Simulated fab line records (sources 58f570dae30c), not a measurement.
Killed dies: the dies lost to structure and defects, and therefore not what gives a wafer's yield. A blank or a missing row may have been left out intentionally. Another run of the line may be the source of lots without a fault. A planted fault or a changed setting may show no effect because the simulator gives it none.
Which tool was responsible?    flow berkeley cmos170    Sampling: 12 lots, 36 wafers, 4 of 331 route steps

## WHAT EACH GAUGE READ, for each wafer
UCB170_CONTACT_CD_MEAS_15: target cd 700 nm.
lot   measured      on         cd nm (nm)
L442  day 6 22:22   cd sem-01  700.0 700.3 701.2
L441  day 6 23:33   cd sem-01  699.0 698.4 699.9
L443  day 7 00:59   cd sem-01  700.2 700.8 700.7
L444  day 7 01:45   cd sem-02  700.0 697.9 699.5
L446  day 7 14:04   cd sem-02  697.6 698.9 698.3
L452  day 8 20:07   cd sem-01  700.4 700.2 699.7
L451  day 8 21:45   cd sem-01  702.2 701.6 702.1
L453  day 9 07:02   cd sem-02  700.7 700.3 699.2
L454  day 9 08:05   cd sem-01  701.0 700.7 700.7
L462  day 11 06:31  cd sem-02  701.3 700.8 701.4
L463  day 11 06:47  cd sem-01  701.1 701.2 701.6
L464  day 11 22:59  cd sem-01  700.1 698.7 699.4

UCB170_M3_CD_MEAS_15: target cd 700 nm.
lot   measured      on         cd nm (nm)
L442  day 7 18:16   cd sem-01  701.0 700.0 699.5
L441  day 7 19:11   cd sem-02  700.0 699.9 700.9
L443  day 7 18:38   cd sem-01  700.3 699.0 699.8
L444  day 7 19:28   cd sem-02  700.0 700.3 700.4
L446  day 8 08:36   cd sem-02  700.9 700.6 700.7
L453  day 10 01:57  cd sem-01  699.9 698.6 700.3
L454  day 10 00:45  cd sem-02  699.7 700.0 699.6
L462  day 12 06:38  cd sem-02  699.6 701.2 699.9
L463  day 12 07:07  cd sem-02  700.2 698.5 698.8
L464  day 12 17:46  cd sem-01  698.5 699.7 698.7

UCB170_M3_OVL_MEAS_16.
lot   measured      on          M3_OVL (nm)
L442  day 7 18:22   overlay-02  3 0 3
L441  day 7 19:19   overlay-01  10 4 6
L443  day 7 18:45   overlay-02  9 3 14
L444  day 7 19:35   overlay-01  -11 -9 6
L446  day 8 08:43   overlay-01  5 7 10
L453  day 10 02:03  overlay-02  13 9 18
L454  day 10 00:52  overlay-01  7 14 6
L462  day 12 06:45  overlay-01  4 4 8
L463  day 12 07:14  overlay-01  -6 -6 -15
L464  day 12 17:52  overlay-01  -2 -6 1

## WHAT TOOL EACH LOT RAN ON (gives the tool, then ch and the chambers of the sampled wafers, and finally the start)
lot   UCB170_V2_STRIP_15
L442  plasma asher-04 ch 0,1, day 7 15:46
L441  plasma asher-04 ch 0,1, day 7 16:41
L443  plasma asher-02 ch 0,1, day 7 16:31
L444  plasma asher-04 ch 0,1, day 7 16:58
L446  plasma asher-02 ch 0,1, day 8 06:02
L452  plasma asher-01 ch 0,1, day 9 11:32
L451  plasma asher-04 ch 0,1, day 9 11:46
L453  plasma asher-04 ch 0,1, day 9 22:47
L454  plasma asher-02 ch 0,1, day 9 22:26
L462  plasma asher-02 ch 0,1, day 12 04:23
L463  plasma asher-04 ch 0,1, day 12 04:36
L464  plasma asher-02 ch 0,1, day 12 15:01
- UCB170_V2_STRIP_15: strips in O2.

## WHAT THE TOOLS THEMSELVES READ (means of the sampled wafers that have a number; where no wafer has one, the mark that the record gives instead)
UCB170_V2_STRIP_15.
lot   tool             chamber pressure mTorr (mTorr)  drypump motor current A (A)  oes product au (a.u.)  strip time to endpoint s (s)
L442  plasma asher-04  3499                            5.9                          0.720                  15.44
L441  plasma asher-04  3502                            5.9                          0.726                  15.43
L443  plasma asher-02  3497                            5.4                          0.716                  15.34
L444  plasma asher-04  3499                            5.6                          0.721                  15.31
L446  plasma asher-02  3500                            5.5                          0.724                  15.52
L452  plasma asher-01  -                               -                            -                      -
L451  plasma asher-04  -                               -                            -                      -
L453  plasma asher-04  3501                            5.9                          0.722                  15.50
L454  plasma asher-02  3500                            5.4                          0.721                  15.36
L462  plasma asher-02  3501                            5.5                          0.720                  15.37
L463  plasma asher-04  3502                            5.9                          0.721                  15.37
L464  plasma asher-02  3501                            5.5                          0.721                  15.45

## THE ANSWER, worked out from the rows above alone
Rule: what is usual is taken from the lots themselves. The widest of any qualifying gaps counts: lots, ordered by their means at a reading, are off when they make up no more than a third of the lots, leave a main group of 4 or more, and stand apart from it by 3 or more times the standard deviation of that group's means. A main group is skipped when, at the precision printed for the reading in the tables above, its means are all equal. Also off: a lot with no number at a reading for which 4 or more lots have one. The other lots that the step has rows for count as sound. Order of review: gauges by route order, followed by the tools' own readings, for which a lot's mean as printed above is used. At the first step where some lot is off, the reading lying furthest off is the one used; lots without a number count as furthest.
Off, at UCB170_V2_STRIP_15 on chamber pressure mTorr: L452, L451. Without a number there: L452, L451. The main group has a mean of 3500 mTorr with a standard deviation of 1.5.
A tool fits if, at that step or a process step before it, it ran every lot that is off, and no sound lot after the first of them. No candidate that was tried fits.

## WHAT THE SIMULATOR HAD INSERTED
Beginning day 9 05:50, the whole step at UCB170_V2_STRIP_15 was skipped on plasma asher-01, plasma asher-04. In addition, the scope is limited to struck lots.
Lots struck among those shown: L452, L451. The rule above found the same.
